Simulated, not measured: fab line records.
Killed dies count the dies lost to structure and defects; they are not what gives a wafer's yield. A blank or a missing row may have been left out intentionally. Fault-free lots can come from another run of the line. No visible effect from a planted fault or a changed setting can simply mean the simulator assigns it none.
Which tool is to blame? ; flow rit_cmos ; 13 lots with 39 wafers sampled at 5 steps, on a route of 202 steps

WHAT EACH GAUGE READ, for each wafer
RIT_PSD_OVL_MEAS_06. Usual: PSD_OVL gives 0.6 nm (standard deviation 1.3).
lot;measured;on;PSD_OVL (nm);flag
L130;day 3 01:50;overlay-01;0.2 2.2 0.8;
L131;day 3 06:52;overlay-02;0.9 -0.1 0.7;
L132;day 3 13:26;overlay-02;1.0 -0.1 1.2;
L135;day 4 01:59;overlay-01;-1.2 -2.7 -2.6;
L138;day 4 17:17;overlay-01;-0.7 0.1 0.8;
L139;day 4 22:44;overlay-02;-2.0 -0.4 -2.3;
L140;day 5 02:33;overlay-01;1.1 2.7 0.6;
L141;day 5 08:31;overlay-02;0.7 1.4 1.6;
L143;day 5 18:17;overlay-02;-2.2 -1.4 -1.0;
L145;day 6 02:56;overlay-01;1.2 -0.4 0.0;
L147;day 6 13:59;overlay-02;1.0 -0.4 0.9;
L150;day 7 04:14;overlay-01;1.3 2.0 1.0;
L152;day 7 14:07;overlay-01;2.4 -0.8 1.3;

RIT_SILICIDE_RS_MEAS_02: the measuring method here is four-point-probe. Usual: SILICIDE_TI_RS gives 47.8 ohm/sq (standard deviation 0.95).
lot;measured;on;SILICIDE_TI_RS (ohm/sq);flag
L130;day 3 03:31;film_metro-01;49.5 48.7 49.0;
L131;day 3 08:32;film_metro-03;48.9 47.2 49.3;
L132;day 3 15:08;film_metro-03;48.2 47.0 47.7;
L135;day 4 03:37;film_metro-01;49.4 48.2 47.4;
L138;day 4 18:56;film_metro-02;49.0 49.4 48.5;
L139;day 5 00:23;film_metro-03;45.7 47.8 47.2;
L140;day 5 04:11;film_metro-01;47.4 47.1 47.6;
L141;day 5 10:09;film_metro-02;49.1 47.3 46.3;
L143;day 5 19:56;film_metro-01;47.6 47.6 47.8;
L145;day 6 04:35;film_metro-02;48.3 48.1 48.0;
L147;day 6 15:38;film_metro-03;48.7 72.0 48.1;OFF
L150;day 7 05:52;film_metro-02;47.5 49.9 48.3;
L152;day 7 15:45;film_metro-03;47.2 49.8 49.7;

RIT_SILICIDE_THK_MEAS_03: measures by xrf. Usual: SILICIDE_TI_THK gives 30.0 nm (standard deviation 0.49).
lot;measured;on;SILICIDE_TI_THK (nm);flag
L130;day 3 03:37;film_metro-01;29.4 29.9 29.7;
L131;day 3 08:38;film_metro-03;29.5 30.3 29.2;
L132;day 3 15:15;film_metro-03;29.8 30.3 30.1;
L135;day 4 03:44;film_metro-01;29.3 29.9 30.4;
L138;day 4 19:03;film_metro-02;29.5 29.3 29.7;
L139;day 5 00:30;film_metro-03;31.3 30.2 30.2;
L140;day 5 04:19;film_metro-01;30.4 30.5 30.3;
L141;day 5 10:16;film_metro-02;29.3 30.3 30.6;
L143;day 5 20:02;film_metro-01;30.2 30.2 30.1;
L145;day 6 04:42;film_metro-02;29.6 29.9 29.8;
L147;day 6 15:46;film_metro-03;29.4 21.7 29.8;OFF
L150;day 7 05:59;film_metro-02;30.0 29.1 29.8;
L152;day 7 15:52;film_metro-03;30.3 29.0 29.1;

WHAT TOOL EACH LOT RAN ON (gives the tool, then ch and the chambers of the sampled wafers, and finally the start)
lot;RIT_SPACER_ETCHBACK_05;RIT_SILICIDE_SPUTTER_01
L130;rie_diel-04 ch 2,3, day 2 23:00;pvd_sputter-03, day 3 03:20
L131;rie_diel-01 ch 0,1,3, day 3 04:21;pvd_sputter-02, day 3 08:20
L132;rie_diel-02 ch 1,2,3, day 3 10:46;pvd_sputter-01, day 3 14:58
L135;rie_diel-01 ch 0,1,3, day 3 23:26;pvd_sputter-02, day 4 03:28
L138;rie_diel-01 ch 1,2,3, day 4 14:35;pvd_sputter-01, day 4 18:46
L139;rie_diel-02 ch 0,1,3, day 4 20:04;pvd_sputter-02, day 5 00:14
L140;rie_diel-04 ch 0,1,2, day 5 00:01;pvd_sputter-01, day 5 04:02
L141;rie_diel-01 ch 1,2, day 5 05:50;pvd_sputter-02, day 5 10:00
L143;rie_diel-04 ch 0,1,2, day 5 15:36;pvd_sputter-03, day 5 19:46
L145;rie_diel-02 ch 0,1,3, day 6 00:08;pvd_sputter-03, day 6 04:25
L147;rie_diel-01 ch 0,1,3, day 6 11:19;pvd_sputter-03, day 6 15:29
L150;rie_diel-01 ch 0,2, day 7 01:39;pvd_sputter-02, day 7 05:43
L152;rie_diel-04 ch 1,2,3, day 7 11:34;pvd_sputter-02, day 7 15:36
- RIT_SPACER_ETCHBACK_05: etches Si3N4 in SF6/CHF3, stops on SiO2, target depth 250 nm, time 240 s.
- RIT_SILICIDE_SPUTTER_01: material Ti, target thk 30 nm, time 240 s.

AS READ BY THE TOOLS THEMSELVES (means over the sampled wafers that have a number; for cases with no such wafer, the mark the record gives instead)
RIT_SPACER_ETCHBACK_05. Usual: drypump_motor_current_A 5.82 A, standard deviation 0.29; oes_product_au 0.846 a.u., standard deviation 0.017; throttle_valve_pct 10.18 %, standard deviation 0.12.
lot;tool;drypump_motor_current_A (A);oes_product_au (a.u.);throttle_valve_pct (%);flag
L130;rie_diel-04;5.72;0.861;10.18;
L131;rie_diel-01;5.91;0.839;10.08;
L132;rie_diel-02;5.58;0.836;10.18;
L135;rie_diel-01;5.92;0.825;10.07;
L138;rie_diel-01;5.83;0.837;10.14;
L139;rie_diel-02;5.91;0.847;10.19;
L140;rie_diel-04;5.89;0.856;10.27;
L141;rie_diel-01;5.59;0.829;10.14;
L143;rie_diel-04;5.88;0.841;10.26;
L145;rie_diel-02;5.93;0.856;10.19;
L147;rie_diel-01;5.94;0.849;10.08;
L150;rie_diel-01;5.60;0.864;10.01;
L152;rie_diel-04;5.84;0.859;10.23;

RIT_SILICIDE_SPUTTER_01. Usual: throttle_valve_pct at 30.0 %, with a standard deviation of 0.96.
lot;tool;throttle_valve_pct (%);flag
L130;pvd_sputter-03;30.6;
L131;pvd_sputter-02;29.9;
L132;pvd_sputter-01;29.7;
L135;pvd_sputter-02;29.3;
L138;pvd_sputter-01;29.6;
L139;pvd_sputter-02;30.6;
L140;pvd_sputter-01;29.6;
L141;pvd_sputter-02;30.2;
L143;pvd_sputter-03;30.5;
L145;pvd_sputter-03;30.5;
L147;pvd_sputter-03;30.3;
L150;pvd_sputter-02;30.5;
L152;pvd_sputter-02;29.9;

THE ANSWER, worked out from the rows above alone
Rule: take the mean of a lot's wafers that have a number; if it is more than 3 standard deviations from the usual mean, the lot is off. A lot without any number at a reading at which 4 lots or more have one is off too. All remaining lots with rows at the step are treated as sound. The gauges are gone through in route order, then the tools' own readings, and for those a lot's mean is taken as printed above. At the first step where some lot is off, the reading lying furthest off is the one used; lots without a number count as furthest.
Off: L147, seen at RIT_SILICIDE_RS_MEAS_02 (SILICIDE_TI_RS).
If a tool, at a process step before that reading, ran all the lots that are off and no sound lot after the first of them, it fits. Gauges at RIT_SILICIDE_RS_MEAS_02: tried the same way as those tools. One fits: pvd_sputter-03 at RIT_SILICIDE_SPUTTER_01. A fault onset in the window from L145 (day 6 04:25, its last sound lot) to L147 (day 6 15:29, its first lot off) fits.

WHAT THE SIMULATOR HAD INSERTED
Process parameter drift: pvd_sputter-03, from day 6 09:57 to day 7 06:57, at RIT_SILICIDE_SPUTTER_01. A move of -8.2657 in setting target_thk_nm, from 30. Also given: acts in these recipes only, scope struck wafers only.
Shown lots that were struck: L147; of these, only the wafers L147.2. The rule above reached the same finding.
